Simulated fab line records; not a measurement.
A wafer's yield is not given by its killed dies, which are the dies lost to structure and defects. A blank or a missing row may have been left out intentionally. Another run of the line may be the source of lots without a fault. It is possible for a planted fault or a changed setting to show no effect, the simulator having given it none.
Which tool is to blame? | flow berkeley cmos170 | Sampling: 14 lots, 42 wafers, 3 of 331 route steps

WHAT EACH GAUGE READ, for each wafer
UCB170_V1_CD_MEAS_12 targets a cd of 700 nm.
lot  | measured     | on        | cd nm (nm)
L623 | day 8 04:23  | cd sem-01 | 701.7 701.9 701.5
L627 | day 9 08:47  | cd sem-01 | 701.9 701.3 700.9
L624 | day 9 10:25  | cd sem-01 | 700.7 701.4 701.3
L626 | day 9 11:45  | cd sem-01 | 699.5 701.7 700.9
L631 | day 10 03:06 | cd sem-01 | 698.0 697.1 698.1
L633 | day 10 10:32 | cd sem-01 | 700.6 700.1 700.0
L634 | day 10 22:22 | cd sem-02 | 697.8 699.4 698.8
L635 | day 10 22:35 | cd sem-02 | 700.3 700.4 700.5
L637 | day 11 22:12 | cd sem-02 | 699.2 698.1 700.2
L638 | day 11 22:30 | cd sem-02 | 702.0 700.8 702.3
L642 | day 12 17:38 | cd sem-02 | 697.9 699.4 699.1
L643 | day 13 23:25 | cd sem-02 | 698.8 698.9 700.1
L645 | day 14 17:16 | cd sem-02 | 701.8 701.4 701.7
L646 | day 14 17:33 | cd sem-01 | 696.7 697.8 696.0

UCB170_V2_OVL_MEAS_13.
lot  | measured     | on         | V2_OVL (nm)
L623 | day 8 10:45  | overlay-02 | 4 3 -3
L627 | day 9 13:56  | overlay-02 | -2 4 -6
L624 | day 9 15:57  | overlay-01 | -2 6 4
L626 | day 9 17:30  | overlay-02 | -2 -5 -7
L631 | day 10 10:49 | overlay-01 | -4 -4 -2
L633 | day 10 15:38 | overlay-02 | -2 -5 -7
L634 | day 11 07:49 | overlay-01 | 4 -3 6
L635 | day 11 07:05 | overlay-01 | -5 -2 -3
L637 | day 12 05:05 | overlay-01 | 2 1 6
L638 | day 12 05:25 | overlay-01 | -11 -4 -8
L642 | day 13 01:55 | overlay-01 | -3 -5 1
L643 | day 14 06:27 | overlay-01 | 6 2 5
L645 | day 14 22:53 | overlay-01 | -1 -5 -8
L646 | day 14 23:05 | overlay-02 | -10 11 -6

UCB170_V2_CD_MEAS_90 targets a cd of 700 nm.
lot  | measured     | on        | cd nm (nm)
L623 | day 8 11:07  | cd sem-02 | 701.6 699.6 698.9
L627 | day 9 14:15  | cd sem-01 | 701.2 700.9 702.9
L624 | day 9 16:16  | cd sem-01 | 702.3 701.9 700.1
L626 | day 9 17:49  | cd sem-02 | 697.3 694.6 693.9
L631 | day 10 11:10 | cd sem-02 | 699.9 701.5 700.2
L633 | day 10 15:58 | cd sem-02 | 701.1 702.1 704.1
L634 | day 11 08:09 | cd sem-02 | 702.0 700.4 702.5
L635 | day 11 07:25 | cd sem-01 | 701.2 700.3 700.0
L637 | day 12 05:24 | cd sem-01 | 699.8 700.4 696.0
L638 | day 12 05:45 | cd sem-02 | 698.7 699.6 698.5
L642 | day 13 02:13 | cd sem-02 | 699.5 697.9 698.3
L643 | day 14 06:46 | cd sem-02 | 701.4 699.4 698.9
L645 | day 14 23:12 | cd sem-01 | 697.8 699.3 697.6
L646 | day 14 23:28 | cd sem-01 | 699.8 701.1 701.2

EACH LOT AND THE TOOL THAT RAN IT (in order: tool; ch and the chambers of the sampled wafers; start)
Before these readings, the record contains no process step.

AS READ BY THE TOOLS THEMSELVES (means over the sampled wafers that have a number; for cases with no such wafer, the mark the record gives instead)
The record holds no such reading with a usual standard deviation.

THE ANSWER, worked out from the rows above alone
Rule: the usual values come from the lots themselves. Put in order of their means at a reading, lots are off if they are a third of the lots or fewer, leave a main group of 4 or more, and stand apart from it by a gap of 3 or more times the standard deviation of the main group's means; of several such gaps the widest counts. If all means in a main group match to the digits the tables above print for the reading, that group is not used. A lot without any number at a reading at which 4 lots or more have one is off too. Where the step has rows for the other lots, those lots are counted as sound. The gauges are gone through in route order, then the tools' own readings, and for those a lot's mean is taken as printed above. At the first step where some lot is off, the reading lying furthest off is the one used; lots without a number count as furthest.
None of the lots is off at any reading shown; this tells nothing.

WHAT THE SIMULATOR HAD PUT IN
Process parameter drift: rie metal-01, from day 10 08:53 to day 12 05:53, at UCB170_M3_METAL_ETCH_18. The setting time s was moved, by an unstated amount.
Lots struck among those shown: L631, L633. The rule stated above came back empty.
